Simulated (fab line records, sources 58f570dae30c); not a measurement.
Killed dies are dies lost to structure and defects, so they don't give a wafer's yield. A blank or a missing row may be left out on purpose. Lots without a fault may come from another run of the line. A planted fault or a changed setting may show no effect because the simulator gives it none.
fab line records | flow berkeley_cmos170
record lots=5 wafers=15 last_day=13
route steps=331 shown SACOX@99 SCREENOX@100 NVT@104 PVT@115 GATE@125 FIELD@126
lots that met no fault: from a run of the same line without faults
start_h: hours from the record's first day to the start of the lot's first wafer shown | wait_h: hours since the lot's step before | " the same as in the row above | L1.1+2: a row that stands for several wafers | - no value, or no start given | * or withheld: withheld | < > ~ a bound
route shown NAME@n: a module of which the file shows steps, and the number in the route of the first | usual: mean/standard deviation of fault-free wafers | same: alike in all rows | chamber/n: place in a boat | sites: the reading at each site | _std_site: their standard deviation | _edge_site: outer sites' mean less inner sites' | radius_mm: how far each site lies from the wafer's centre | mask NAME#n: copy n | behind: the tool/chamber that last shaped the wafer | hold: why the lot was held/for how many hours/how that ended | device: the transistor (n, p or np) that didn't switch | end of line: the same wafers' tests at the end of the route | a step without rows: its recipe alone | killed: dies lost to structure and defects at the first sort, not the wafer's yield | map: a wafer's dies, x killed, . not, _ none there
set.NAME: the setting as run; set.NAME@STEP: as run at that earlier step | model.NAME: the simulator's own value behind a step, which no gauge read
lots at some steps of the route; a table a step, a row a wafer
services: from which hour (start_h, from the record's first day; less than 0 if before it) a tool's chamber was out of use, for how many hours, and why
## steps
# step UCB170_SACOX_THK_MEAS_02
# recipe reads=SiO2_of_SACOX_OXIDATION_01
# usual SACOX_OXIDE_THK=14.47/0.22
# columns lot.wafer tool chamber start_h wait_h SACOX_OXIDE_THK[nm]
L075.1 film_metro-02 - 133.96 0.0 14.10
L075.3 " - " " 14.36
L075.4 " - " " 14.18
L086.1 film_metro-04 - 175.56 0.0 14.53
L086.4 " - " " 14.30
L086.6 " - " " 14.32
L089.1 film_metro-03 - 207.38 0.0 14.78
L089.2 " - " " 14.74
L089.4 " - " " 14.95
L090.1 film_metro-02 - 207.38 0.0 14.34
L090.4 " - " " 14.67
L090.6 " - " " 14.63
L096.1 film_metro-04 - 229.20 0.0 14.43
L096.3 " - " " 14.39
L096.4 " - " " 14.29
# step UCB170_SCREENOX_WET_ETCH_00
# recipe chemistry=dHF dilution=25:1 target=SiO2 temp_c=25 time_s=200
# columns lot.wafer tool chamber start_h wait_h
L075.1+3+4 wet_bench-01 1 134.02 0.1
L086.1+4+6 wet_bench-02 3 175.62 0.1
L089.1+2+4 wet_bench-02 1 207.44 0.1
L090.1+4+6 wet_bench-02 1 207.44 0.1
L096.1+3+4 wet_bench-01 3 229.26 0.1
# step UCB170_SCREENOX_OXIDATION_01
# recipe temp_c=900 ambient=O2 target_thk_a=144 ox_time_s=2400
# usual tube_center_temp_C=900/0.085
# same ox_time_s=2400
# columns lot.wafer tool chamber start_h wait_h tube_center_temp_C
L075.1 furnace-04 0 139.04 5.0 900.12
L075.3 " 0 " " 899.95
L075.4 " 0 " " 900.13
L086.1 furnace-04 0 179.91 4.2 900.15
L086.4 " 0 " " 899.92
L086.6 " 0 " " 899.89
L089.1 furnace-01 0 213.74 6.2 900.08
L089.2 " 0 " " 900.03
L089.4 " 0 " " 899.99
L090.1 furnace-01 0 213.74 6.2 899.92
L090.4 " 0 " " 899.85
L090.6 " 0 " " 899.95
L096.1 furnace-04 0 232.38 3.1 900.01
L096.3 " 0 " " 900.06
L096.4 " 0 " " 899.94
# step UCB170_SCREENOX_THK_MEAS_02
# recipe reads=SiO2_of_SCREENOX_OXIDATION_01
# usual SCREENOX_OXIDE_THK=14.41/0.21
# columns lot.wafer tool chamber start_h wait_h SCREENOX_OXIDE_THK[nm]
L075.1 film_metro-03 - 140.71 0.0 14.33
L075.3 " - " " 14.47
L075.4 " - " " 14.27
L086.1 film_metro-02 - 181.84 0.3 14.16
L086.4 " - " " 14.30
L086.6 " - " " 14.33
L089.1 film_metro-02 - 215.41 0.0 13.80
L089.2 " - " " 14.28
L089.4 " - " " 14.24
L090.1 film_metro-01 - 215.41 0.0 14.64
L090.4 " - " " 14.75
L090.6 " - " " 14.73
L096.1 film_metro-03 - 234.05 0.0 14.46
L096.3 " - " " 14.32
L096.4 " - " " 14.27
# step UCB170_SCREENOX_ANNEAL_03
# recipe temp_c=900 time_s=900 ambient=N2
# usual tube_center_temp_C=900/0.079
# columns lot.wafer tool chamber start_h wait_h tube_center_temp_C
L075.1 furnace-02 0 144.81 4.1 900.07
L075.3 " 0 " " 899.96
L075.4 " 0 " " 900.09
L086.1 furnace-04 0 188.94 7.1 899.87
L086.4 " 0 " " 900.11
L086.6 " 0 " " 900.01
L089.1 furnace-02 0 220.61 5.2 900.03
L089.2 " 0 " " 899.89
L089.4 " 0 " " 899.93
L090.1 furnace-02 0 220.61 5.2 900.06
L090.4 " 0 " " 899.94
L090.6 " 0 " " 899.93
L096.1 furnace-02 0 236.59 2.5 899.85
L096.3 " 0 " " 900.05
L096.4 " 0 " " 900.11
# step UCB170_NVT_HMDS_00
# recipe prime_time_s=60 prime_temp_c=100
# usual prime_temp_c=99.97/0.13
# columns lot.wafer tool chamber start_h wait_h prime_temp_c
L075.1 litho_track-02 0 146.06 0.0 100.02
L075.3 " 0 " " 99.95
L075.4 " 0 " " 100.15
L086.1 litho_track-02 0 190.32 0.1 100.08
L086.4 " 0 " " 100.19
L086.6 " 0 " " 100.17
L090.1 litho_track-02 0 222.47 0.6 99.88
L090.4 " 0 " " 99.95
L090.6 " 0 " " 99.87
L089.1 litho_track-01 0 222.58 0.7 100.03
L089.2 " 0 " " 99.90
L089.4 " 0 " " 100.00
L096.1 litho_track-01 0 237.89 0.0 100.13
L096.3 " 0 " " 100.08
L096.4 " 0 " " 100.30
# step UCB170_NVT_COAT_01
# recipe resist=KrF spin_rpm=1500 resist_thk_nm=900
# columns lot.wafer tool chamber start_h wait_h
L075.1+3+4 litho_track-02 0 146.21 0.1
L086.1+4+6 litho_track-02 0 190.47 0.1
L090.1+4+6 litho_track-02 0 222.62 0.1
L089.1+2+4 litho_track-01 0 222.73 0.1
L096.1+3+4 litho_track-01 0 238.04 0.1
# step UCB170_NVT_SOFTBAKE_02
# recipe resist=KrF temp_c=130 time_s=60
# usual plate_temp_C=130.02/0.12
# columns lot.wafer tool chamber start_h wait_h plate_temp_C
L075.1 litho_track-02 0 146.36 0.1 129.75
L075.3 " 0 " " 129.94
L075.4 " 0 " " 129.86
L086.1 litho_track-02 0 190.62 0.1 129.90
L086.4 " 0 " " 130.06
L086.6 " 0 " " 130.03
L090.1 litho_track-02 0 222.77 0.1 129.84
L090.4 " 0 " " 130.08
L090.6 " 0 " " 129.85
L089.1 litho_track-01 0 222.88 0.1 130.05
L089.2 " 0 " " 130.23
L089.4 " 0 " " 130.05
L096.1 litho_track-01 0 238.19 0.1 130.09
L096.3 " 0 " " 130.19
L096.4 " 0 " " 129.91
# step UCB170_NVT_EXPOSE_03
# recipe mask_id=PWELL target_cd_nm=3000 na=0.5 sigma_outer=0.6 source_shape=conventional dose_mj=30
# columns lot.wafer tool chamber start_h wait_h mask
L075.1+3+4 krf_scanner-01 0 146.63 0.2 PWELL#0
L086.1+4+6 krf_scanner-01 0 191.13 0.5 PWELL#0
L090.1+4+6 krf_scanner-01 0 223.05 0.2 PWELL#0
L089.1+2+4 krf_scanner-01 0 223.16 0.3 PWELL#0
L096.1+3+4 krf_scanner-02 0 238.53 0.3 PWELL#0
# step UCB170_NVT_PEB_04
# recipe peb_temp_c=130 peb_time_s=withheld resist=KrF
# usual plate_temp_C=130.01/0.16
# columns lot.wafer tool chamber start_h wait_h plate_temp_C
L075.1 litho_track-03 0 146.75 0.1 130.19
L075.3 " 0 " " 130.27
L075.4 " 0 " " 130.21
L086.1 litho_track-03 0 191.24 0.1 129.91
L086.4 " 0 " " 130.05
L086.6 " 0 " " 130.12
L090.1 litho_track-03 0 223.69 0.6 130.30
L090.4 " 0 " " 130.26
L090.6 " 0 " " 130.20
L089.1 litho_track-02 0 223.92 0.7 130.15
L089.2 " 0 " " 130.20
L089.4 " 0 " " 130.27
L096.1 litho_track-01 0 238.79 0.2 129.95
L096.3 " 0 " " 129.95
L096.4 " 0 " " 129.91
# step UCB170_NVT_DEVELOP_05
# recipe developer=TMAH develop_time_s=45 resist=KrF dev_temp_c=21
# columns lot.wafer tool chamber start_h wait_h
L075.1+3+4 litho_track-03 0 - -
L086.1+4+6 litho_track-03 0 - -
L090.1+4+6 litho_track-03 0 - -
L089.1+2+4 litho_track-02 0 - -
L096.1+3+4 litho_track-01 0 - -
# step UCB170_NVT_OVL_MEAS_06
# usual NVT_OVL=-1/5.6
# columns lot.wafer tool chamber start_h wait_h NVT_OVL[nm]
L075.1 overlay-01 - 147.02 - -4
L075.3 " - " " -6
L075.4 " - " " 1
L086.1 overlay-01 - 191.52 - -9
L086.4 " - " " -2
L086.6 " - " " -10
L090.1 overlay-02 - 223.96 - -7
L090.4 " - " " -1
L090.6 " - " " 0
L089.1 overlay-02 - 224.20 - -12
L089.2 " - " " -6
L089.4 " - " " -9
L096.1 overlay-02 - 239.06 - 1
L096.3 " - " " 5
L096.4 " - " " 0
# step UCB170_NVT_IMPLANT_07
# recipe species=BF2 dose_cm2=3e+12 energy_kev=50 tilt_deg=7
# columns lot.wafer tool chamber start_h wait_h
L075.1+3+4 implanter-03 0 147.06 0.0
L086.1+4+6 implanter-02 0 191.56 0.0
L090.1+4+6 implanter-02 0 224.00 0.0
L089.1+2+4 implanter-03 0 224.23 0.0
L096.1+3+4 implanter-03 0 239.10 0.0
# step UCB170_NVT_STRIP_08
# recipe chemistry=O2 power_w=400 pressure_mtorr=3500 platen_temp_c=withheld o2_flow_sccm=400 overash_fraction=0.5
# usual drypump_motor_current_A=5.5/0.44 oes_product_au=0.735/0.0044 strip_time_to_endpoint_s=21.64/0.056
# columns lot.wafer tool chamber start_h wait_h drypump_motor_current_A oes_product_au rf_hours_counter_h strip_time_to_endpoint_s
L075.1 plasma_asher-03 0 147.21 0.1 4.8 0.734 3 21.62
L075.3 " 0 " " 4.8 0.737 - 21.56
L075.4 " 1 " " 5.6 0.735 - 21.65
L086.1 plasma_asher-01 0 191.71 0.1 6.0 0.738 49 21.60
L086.4 " 1 " " 6.0 0.731 - 21.61
L086.6 " 1 " " 6.0 0.742 - 21.60
L090.1 plasma_asher-02 0 224.15 0.1 5.6 0.731 48 21.58
L090.4 " 1 " " 5.1 0.740 - 21.57
L090.6 " 1 " " 5.1 0.735 - 21.64
L089.1 plasma_asher-01 0 224.38 0.1 6.0 0.736 53 21.64
L089.2 " 1 " " 6.0 0.737 53 21.72
L089.4 " 0 " " 6.0 0.742 - 21.65
L096.1 plasma_asher-01 0 239.25 0.1 6.0 0.730 54 21.60
L096.3 " 1 " " 6.0 0.730 - 21.63
L096.4 " 0 " " 6.0 0.733 - 21.51
# step UCB170_NVT_TW_MEAS_09
# usual NVT_TW=528/4.5
# columns lot.wafer tool chamber start_h wait_h NVT_TW
L075.1 film_metro-01 - 147.31 0.1 520
L075.3 " - " " 520
L075.4 " - " " 521
L086.1 film_metro-01 - 191.81 0.1 524
L086.4 " - " " 525
L086.6 " - " " 524
L090.1 film_metro-04 - 224.25 0.1 533
L090.4 " - " " 530
L090.6 " - " " 534
L089.1 film_metro-03 - 224.48 0.1 530
L089.2 " - " " 532
L089.4 " - " " 531
L096.1 film_metro-04 - 239.35 0.1 530
L096.3 " - " " 532
L096.4 " - " " 530
# step UCB170_NVT_CLEAN_10
# recipe chemistry=SPM temp_c=120 time_s=600
# columns lot.wafer tool chamber start_h wait_h
L075.1+3+4 wet_bench-04 1 147.39 0.1
L086.1+4+6 wet_bench-04 0 191.87 0.1
L089.1+2+4 wet_bench-03 2 226.26 1.8
L090.1+4+6 wet_bench-03 3 226.26 2.0
L096.1+3+4 wet_bench-03 2 239.41 0.1
# step UCB170_PVT_HMDS_00
# recipe prime_time_s=60 prime_temp_c=100
# usual prime_temp_c=100.02/0.13
# columns lot.wafer tool chamber start_h wait_h prime_temp_c
L075.1 litho_track-03 0 147.62 0.0 100.03
L075.3 " 0 " " 100.01
L075.4 " 0 " " 99.97
L086.1 litho_track-04 0 192.04 0.0 100.11
L086.4 " 0 " " 100.24
L086.6 " 0 " " 100.01
L089.1 litho_track-02 0 226.44 0.0 99.84
L089.2 " 0 " " 99.77
L089.4 " 0 " " 99.82
L090.1 litho_track-04 0 226.44 0.0 99.93
L090.4 " 0 " " 100.20
L090.6 " 0 " " 100.02
L096.1 litho_track-03 0 239.70 0.1 100.00
L096.3 " 0 " " 99.97
L096.4 " 0 " " 99.99
# step UCB170_PVT_COAT_01
# recipe resist=KrF spin_rpm=1500 resist_thk_nm=900
# columns lot.wafer tool chamber start_h wait_h
L075.1+3+4 litho_track-03 0 147.77 0.1
L086.1+4+6 litho_track-04 0 192.19 0.1
L089.1+2+4 litho_track-02 0 226.59 0.1
L090.1+4+6 litho_track-04 0 226.59 0.1
L096.1+3+4 litho_track-03 0 239.85 0.1
# step UCB170_PVT_SOFTBAKE_02
# recipe resist=KrF temp_c=130 time_s=60
# usual plate_temp_C=130.00/0.14
# columns lot.wafer tool chamber start_h wait_h plate_temp_C
L075.1 litho_track-03 0 147.92 0.1 130.06
L075.3 " 0 " " 129.99
L075.4 " 0 " " 130.04
L086.1 litho_track-04 0 192.34 0.1 129.97
L086.4 " 0 " " 129.94
L086.6 " 0 " " 129.92
L089.1 litho_track-02 0 226.74 0.1 129.60
L089.2 " 0 " " 129.90
L089.4 " 0 " " 129.85
L090.1 litho_track-04 0 226.74 0.1 129.93
L090.4 " 0 " " 129.78
L090.6 " 0 " " 129.83
L096.1 litho_track-03 0 240.00 0.1 129.95
L096.3 " 0 " " 129.96
L096.4 " 0 " " 129.88
# step UCB170_PVT_EXPOSE_03
# recipe mask_id=NWELL target_cd_nm=3000 na=0.5 sigma_outer=0.6 source_shape=conventional dose_mj=30
# columns lot.wafer tool chamber start_h wait_h mask
L075.1+3+4 krf_scanner-01 0 148.20 0.2 NWELL#0
L086.1+4+6 krf_scanner-02 0 192.62 0.2 NWELL#0
L090.1+4+6 krf_scanner-01 0 226.89 0.1 NWELL#0
L089.1+2+4 krf_scanner-01 0 227.00 0.2 NWELL#0
L096.1+3+4 krf_scanner-01 0 240.28 0.3 NWELL#0
# step UCB170_PVT_PEB_04
# recipe peb_temp_c=130 peb_time_s=withheld resist=KrF
# usual plate_temp_C=130.01/0.14
# columns lot.wafer tool chamber start_h wait_h plate_temp_C
L075.1 litho_track-03 0 148.97 0.8 129.99
L075.3 " 0 " " 130.33
L075.4 " 0 " " 130.00
L086.1 litho_track-02 0 192.77 0.1 130.22
L086.4 " 0 " " 130.31
L086.6 " 0 " " 130.37
L090.1 litho_track-03 0 227.00 0.1 129.80
L090.4 " 0 " " 130.16
L090.6 " 0 " " 130.06
L089.1 litho_track-04 0 227.12 0.1 130.09
L089.2 " 0 " " 129.93
L089.4 " 0 " " 129.76
L096.1 litho_track-03 0 240.88 0.6 129.93
L096.3 " 0 " " 129.84
L096.4 " 0 " " 129.86
# step UCB170_PVT_DEVELOP_05
# recipe developer=TMAH develop_time_s=45 resist=KrF dev_temp_c=21
# columns lot.wafer tool chamber start_h wait_h
L075.1+3+4 litho_track-03 0 - -
L086.1+4+6 litho_track-02 0 - -
L090.1+4+6 litho_track-03 0 - -
L089.1+2+4 litho_track-04 0 - -
L096.1+3+4 litho_track-03 0 - -
# step UCB170_PVT_OVL_MEAS_06
# usual PVT_OVL=1/4.4
# columns lot.wafer tool chamber start_h wait_h PVT_OVL[nm]
L075.1 overlay-01 - 149.25 - -5
L075.3 " - " " -2
L075.4 " - " " -4
L086.1 overlay-01 - 193.04 - -8
L086.4 " - " " -4
L086.6 " - " " -3
L090.1 overlay-01 - 227.28 - 6
L090.4 " - " " -3
L090.6 " - " " -1
L089.1 overlay-02 - 227.39 - 1
L089.2 " - " " 6
L089.4 " - " " 3
L096.1 overlay-02 - 241.15 - 3
L096.3 " - " " 1
L096.4 " - " " -3
# step UCB170_PVT_IMPLANT_07
# recipe species=P dose_cm2=2e+12 energy_kev=30 tilt_deg=7
# columns lot.wafer tool chamber start_h wait_h
L075.1+3+4 implanter-03 0 149.28 0.0
L086.1+4+6 implanter-01 0 193.08 0.0
L090.1+4+6 implanter-03 0 227.31 0.0
L089.1+2+4 implanter-04 0 227.43 0.0
L096.1+3+4 implanter-01 0 241.19 0.0
# step UCB170_PVT_STRIP_08
# recipe chemistry=O2 power_w=400 pressure_mtorr=3500 platen_temp_c=withheld o2_flow_sccm=400 overash_fraction=0.5
# usual drypump_motor_current_A=5.7/0.31 oes_product_au=0.734/0.0044 strip_time_to_endpoint_s=21.64/0.065
# columns lot.wafer tool chamber start_h wait_h drypump_motor_current_A oes_product_au rf_hours_counter_h strip_time_to_endpoint_s
L075.1 plasma_asher-01 0 149.43 0.1 6.0 0.734 44 21.65
L075.3 " 1 " " 6.0 0.732 - 21.64
L075.4 " 0 " " 6.0 0.738 - 21.66
L086.1 plasma_asher-02 1 193.23 0.1 5.1 0.733 44 21.58
L086.4 " 1 " " 5.1 0.735 - 21.63
L086.6 " 0 " " 5.6 0.740 - 21.61
L090.1 plasma_asher-01 1 227.46 0.1 6.0 0.734 53 21.63
L090.4 " 0 " " 5.9 0.743 - 21.58
L090.6 " 1 " " 6.0 0.734 - 21.59
L089.1 plasma_asher-04 1 227.58 0.1 6.0 0.733 44 21.56
L089.2 " 0 " " 5.6 0.732 44 21.58
L089.4 " 1 " " 6.0 0.743 - 21.61
L096.1 plasma_asher-02 0 241.34 0.1 5.5 0.734 50 21.62
L096.3 " 0 " " 5.6 0.728 - 21.66
L096.4 " 1 " " 5.1 0.731 - 21.66
# step UCB170_PVT_TW_MEAS_09
# usual PVT_TW=508/4.9
# columns lot.wafer tool chamber start_h wait_h PVT_TW
L075.1 film_metro-04 - 149.53 0.1 515
L075.3 " - " " 516
L075.4 " - " " 515
L086.1 film_metro-02 - 193.33 0.1 501
L086.4 " - " " 503
L086.6 " - " " 506
L090.1 film_metro-04 - 227.56 0.1 511
L090.4 " - " " 513
L090.6 " - " " 515
L089.1 film_metro-01 - 227.68 0.1 505
L089.2 " - " " 507
L089.4 " - " " 506
L096.1 film_metro-01 - 241.44 0.1 501
L096.3 " - " " 503
L096.4 " - " " 502
# step UCB170_GATE_WET_ETCH_00
# recipe chemistry=dHF dilution=25:1 target=SiO2 temp_c=25 time_s=200
# columns lot.wafer tool chamber start_h wait_h
L075.1+3+4 wet_bench-04 3 149.59 0.1
L086.1+4+6 wet_bench-02 3 193.39 0.1
L090.1+4+6 wet_bench-02 0 227.62 0.1
L089.1+2+4 wet_bench-01 0 227.74 0.1
L096.1+3+4 wet_bench-02 2 241.52 0.1
# step UCB170_FIELD_THK_MEAS_91
# recipe reads=SiO2_of_FIELD_OXIDATION_01
# usual FIELD_OXIDE_LEFT_2_THK=352/8.9
# columns lot.wafer tool chamber start_h wait_h FIELD_OXIDE_LEFT_2_THK[nm]
L075.1 film_metro-02 - 149.68 0.0 348
L075.3 " - " " 351
L075.4 " - " " 354
L086.1 film_metro-02 - 193.45 0.0 344
L086.4 " - " " 332
L086.6 " - " " 346
L090.1 film_metro-02 - 227.69 0.0 370
L090.4 " - " " 364
L090.6 " - " " 364
L089.1 film_metro-04 - 227.80 0.0 356
L089.2 " - " " 353
L089.4 " - " " 363
L096.1 film_metro-01 - 241.58 0.0 353
L096.3 " - " " 356
L096.4 " - " " 354
# step UCB170_GATE_OXIDATION_01
# recipe temp_c=850 ambient=O2 target_thk_a=66 ox_time_s=1800
# usual tube_center_temp_C=850.01/0.076
# same ox_time_s=1800
# columns lot.wafer tool chamber start_h wait_h tube_center_temp_C
L075.1 furnace-02 0 152.92 3.2 850.16
L075.3 " 0 " " 849.97
L075.4 " 0 " " 849.98
L086.1 furnace-01 0 197.28 3.8 850.06
L086.4 " 0 " " 849.98
L086.6 " 0 " " 850.1
L089.1 furnace-01 0 232.01 4.2 850.01
L089.2 " 0 " " 850.04
L089.4 " 0 " " 849.98
L090.1 furnace-01 0 232.01 4.3 850.05
L090.4 " 0 " " 849.88
L090.6 " 0 " " 850.05
L096.1 furnace-02 0 244.77 3.2 850.09
L096.3 " 0 " " 850.09
L096.4 " 0 " " 849.95
# step UCB170_GATE_THK_MEAS_02
# recipe reads=SiO2_of_GATE_OXIDATION_01
# usual GATE_OXIDE_THK=6.61/0.11
# columns lot.wafer tool chamber start_h wait_h GATE_OXIDE_THK[nm]
L075.1 film_metro-04 - 154.42 0.0 6.70
L075.3 " - " " 6.51
L075.4 " - " " 6.48
L086.1 film_metro-02 - 198.83 0.1 6.57
L086.4 " - " " 6.48
L086.6 " - " " 6.58
L089.1 film_metro-02 - 233.51 0.0 6.56
L089.2 " - " " 6.55
L089.4 " - " " 6.65
L090.1 film_metro-04 - 233.51 0.0 6.59
L090.4 " - " " 6.67
L090.6 " - " " 6.56
L096.1 film_metro-02 - 246.27 0.0 6.45
L096.3 " - " " 6.53
L096.4 " - " " 6.52
# step UCB170_GATE_ANNEAL_03
# recipe temp_c=900 time_s=1800 ambient=N2
# usual tube_center_temp_C=900/0.089
# columns lot.wafer tool chamber start_h wait_h tube_center_temp_C
L075.1 furnace-04 0 158.23 3.8 900.01
L075.3 " 0 " " 900.13
L075.4 " 0 " " 899.95
L086.1 furnace-02 0 202.42 3.6 900
L086.4 " 0 " " 899.95
L086.6 " 0 " " 899.84
L089.1 furnace-04 0 235.40 1.9 899.86
L089.2 " 0 " " 900.03
L089.4 " 0 " " 899.98
L090.1 furnace-04 0 235.40 1.9 900.01
L090.4 " 0 " " 900.16
L090.6 " 0 " " 900.02
L096.1 furnace-02 0 251.26 5.0 899.89
L096.3 " 0 " " 899.87
L096.4 " 0 " " 900.06
# step UCB170_GATE_CVD_04
# recipe material=poly-Si temp_c=610 precursor=SiH4 time_s=1440 pressure_mtorr=375 target_thk_nm=214 sih4_flow_sccm=120
# columns lot.wafer tool chamber start_h wait_h
L075.1+3+4 lpcvd-01 0 159.73 0.0
L086.1+4+6 lpcvd-01 0 205.57 1.6
L089.1+2+4 lpcvd-01 1 238.18 1.3
L090.1+4+6 lpcvd-01 1 238.18 1.3
L096.1+3+4 lpcvd-02 0 252.76 0.0
# step UCB170_GATE_THK_MEAS_05
# recipe reads=poly-Si_of_GATE_CVD_04
# usual GATE_POLY_THK=214.7/2.1
# columns lot.wafer tool chamber start_h wait_h GATE_POLY_THK[nm]
L075.1 film_metro-04 - 161.13 0.0 214.0
L075.3 " - " " 212.0
L075.4 " - " " 212.3
L086.1 film_metro-04 - 206.97 0.0 213.2
L086.4 " - " " 212.8
L086.6 " - " " 216.0
L090.1 film_metro-02 - 239.58 0.0 211.7
L090.4 " - " " 216.1
L090.6 " - " " 212.3
L089.1 film_metro-04 - 239.64 0.1 214.0
L089.2 " - " " 215.0
L089.4 " - " " 214.5
L096.1 film_metro-03 - 254.16 0.0 212.4
L096.3 " - " " 214.0
L096.4 " - " " 212.5
# step UCB170_GATE_COAT_06
# recipe resist=BARC temp_c=withheld time_s=withheld spin_rpm=3000 resist_thk_nm=withheld
# columns lot.wafer tool chamber start_h wait_h
L075.1+3+4 litho_track-04 0 161.50 0.4
L086.1+4+6 litho_track-01 0 207.07 0.1
L090.1+4+6 litho_track-01 0 239.64 0.1
L089.1+2+4 litho_track-02 0 240.19 0.5
L096.1+3+4 litho_track-02 0 254.82 0.6
# step UCB170_GATE_COAT_07
# recipe resist=KrF spin_rpm=1500 resist_thk_nm=900
# columns lot.wafer tool chamber start_h wait_h
L075.1+3+4 litho_track-04 0 - -
L086.1+4+6 litho_track-01 0 - -
L090.1+4+6 litho_track-01 0 - -
L089.1+2+4 litho_track-02 0 - -
L096.1+3+4 litho_track-02 0 - -
# step UCB170_GATE_SOFTBAKE_08
# recipe resist=KrF temp_c=130 time_s=60
# usual plate_temp_C=129.98/0.15
# columns lot.wafer tool chamber start_h wait_h plate_temp_C
L075.1 litho_track-04 0 - - 129.69
L075.3 " 0 " " 129.82
L075.4 " 0 " " 129.67
L086.1 litho_track-01 0 - - 129.76
L086.4 " 0 " " 129.90
L086.6 " 0 " " 129.91
L090.1 litho_track-01 0 - - 129.89
L090.4 " 0 " " 129.98
L090.6 " 0 " " 130.28
L089.1 litho_track-02 0 - - 130.04
L089.2 " 0 " " 130.13
L089.4 " 0 " " 129.84
L096.1 litho_track-02 0 - - 129.82
L096.3 " 0 " " 129.90
L096.4 " 0 " " 129.94
# step UCB170_GATE_EXPOSE_09
# recipe mask_id=POLY target_cd_nm=350 na=0.5 sigma_outer=0.6 source_shape=conventional dose_mj=21
# columns lot.wafer tool chamber start_h wait_h mask
L075.1+3+4 krf_scanner-01 0 162.16 - POLY#0
L086.1+4+6 krf_scanner-01 0 207.61 - POLY#0
L090.1+4+6 krf_scanner-02 0 240.09 - POLY#0
L089.1+2+4 krf_scanner-01 0 240.78 - POLY#0
L096.1+3+4 krf_scanner-02 0 255.39 - POLY#0
# step UCB170_GATE_PEB_10
# recipe peb_temp_c=130 peb_time_s=withheld resist=KrF
# usual plate_temp_C=130.02/0.12
# columns lot.wafer tool chamber start_h wait_h plate_temp_C
L075.1 litho_track-02 0 163.04 0.9 129.82
L075.3 " 0 " " 130.05
L075.4 " 0 " " 129.92
L086.1 litho_track-01 0 207.73 0.1 130.07
L086.4 " 0 " " 129.80
L086.6 " 0 " " 129.92
L090.1 litho_track-01 0 240.54 0.4 130.10
L090.4 " 0 " " 130.15
L090.6 " 0 " " 130.25
L089.1 litho_track-01 0 241.26 0.5 130.06
L089.2 " 0 " " 130.10
L089.4 " 0 " " 130.24
L096.1 litho_track-01 0 255.60 0.2 129.99
L096.3 " 0 " " 129.92
L096.4 " 0 " " 129.90
# step UCB170_GATE_DEVELOP_11
# recipe developer=TMAH develop_time_s=45 resist=KrF dev_temp_c=21
# columns lot.wafer tool chamber start_h wait_h
L075.1+3+4 litho_track-02 0 - -
L086.1+4+6 litho_track-01 0 - -
L090.1+4+6 litho_track-01 0 - -
L089.1+2+4 litho_track-01 0 - -
L096.1+3+4 litho_track-01 0 - -
# step UCB170_GATE_CD_MEAS_12
# recipe target_cd_nm=350
# usual cd_nm=350.1/1.3
# columns lot.wafer tool chamber start_h wait_h cd_nm
L075.1 cd_sem-01 - 163.31 - 352.2
L075.3 " - " " 351.8
L075.4 " - " " 351.5
L086.1 cd_sem-01 - 208.00 - 350.0
L086.4 " - " " 349.3
L086.6 " - " " 351.4
L090.1 cd_sem-01 - 240.81 - 351.3
L090.4 " - " " 351.6
L090.6 " - " " 350.3
L089.1 cd_sem-01 - 241.54 - 347.9
L089.2 " - " " 349.4
L089.4 " - " " 348.2
L096.1 cd_sem-01 - 255.88 - 351.3
L096.3 " - " " 350.5
L096.4 " - " " 351.1
# step UCB170_GATE_OVL_MEAS_13
# usual GATE_OVL=-1/5
# columns lot.wafer tool chamber start_h wait_h GATE_OVL[nm]
L075.1 overlay-01 - 163.43 0.1 0
L075.3 " - " " 4
L075.4 " - " " 4
L086.1 overlay-01 - 208.12 0.1 1
L086.4 " - " " -2
L086.6 " - " " 2
L090.1 overlay-02 - 240.93 0.1 2
L090.4 " - " " -2
L090.6 " - " " 2
L089.1 overlay-01 - 241.66 0.1 1
L089.2 " - " " 1
L089.4 " - " " 8
L096.1 overlay-02 - 256.00 0.1 -4
L096.3 " - " " -2
L096.4 " - " " 3
# step UCB170_GATE_ETCH_14
# recipe chemistry=N2/H2 target_depth_a=withheld overetch_a=withheld target=BARC time_s=withheld source_w=500 bias_w=100 pressure_mtorr=30 n2_flow_sccm=100 h2_flow_sccm=200
# usual drypump_motor_current_A=5.6/0.34 h2_flow_sccm=200.0/0.69 oes_product_au=0.998/0.023 throttle_valve_pct=13.29/0.24
# columns lot.wafer tool chamber start_h wait_h drypump_motor_current_A h2_flow_sccm oes_product_au throttle_valve_pct
L075.1 rie_diel-03 2 163.47 0.0 5.6 200.5 1.030 12.85
L075.3 " 3 " " 5.6 199.8 0.990 13.08
L075.4 " 2 " " 5.7 200.8 1.038 12.84
L086.1 rie_diel-04 2 208.16 0.0 5.6 200.1 0.977 13.49
L086.4 " 0 " " 6.4 199.8 1.023 13.10
L086.6 " 0 " " 6.5 200.6 1.021 13.11
L090.1 rie_diel-01 0 240.97 0.0 4.9 201.0 0.989 13.25
L090.4 " 2 " " 5.4 199.9 1.002 13.49
L090.6 " 1 " " 5.7 199.4 1.017 13.71
L089.1 rie_diel-01 0 241.69 0.0 5.0 199.2 0.996 13.22
L089.2 " 2 " " 5.4 200.9 0.991 13.48
L089.4 " 1 " " 5.6 199.7 1.013 13.70
L096.1 rie_diel-03 3 256.04 0.0 5.6 199.9 0.999 13.08
L096.3 " 0 " " 5.9 200.3 1.009 13.32
L096.4 " 0 " " 5.9 200.7 1.005 13.31
## services
# columns tool chamber start_h hours kind
rie_diel-03 - 119.54 0.2 repair
krf_scanner-01 - 122.34 1.3 pm
furnace-01 - 129.65 3.3 pm
furnace-01 - 132.95 3.0 pm
rie_diel-03 0 138.05 11.1 repair
implanter-02 - 154.19 6.3 repair
implanter-03 - 155.73 2.0 repair
krf_scanner-02 - 160.50 0.8 pm
rie_diel-03 0 162.03 13.4 repair
krf_scanner-02 - 165.29 1.3 pm
rie_diel-01 - 165.46 2.8 pm
rie_diel-01 - 168.76 0.2 repair
krf_scanner-02 - 175.53 2.8 repair
implanter-03 - 176.56 9.0 pm
furnace-04 - 182.93 6.0 pm
implanter-03 - 198.14 4.8 repair
krf_scanner-02 - 206.40 1.8 repair
rie_diel-01 0 206.95 24.7 repair
furnace-04 - 207.38 3.4 pm
krf_scanner-01 - 208.26 0.8 pm
implanter-03 - 214.58 5.9 repair
krf_scanner-02 - 230.79 1.0 pm
furnace-02 - 246.27 3.5 pm
krf_scanner-01 - 249.43 1.0 pm
## key
fault none
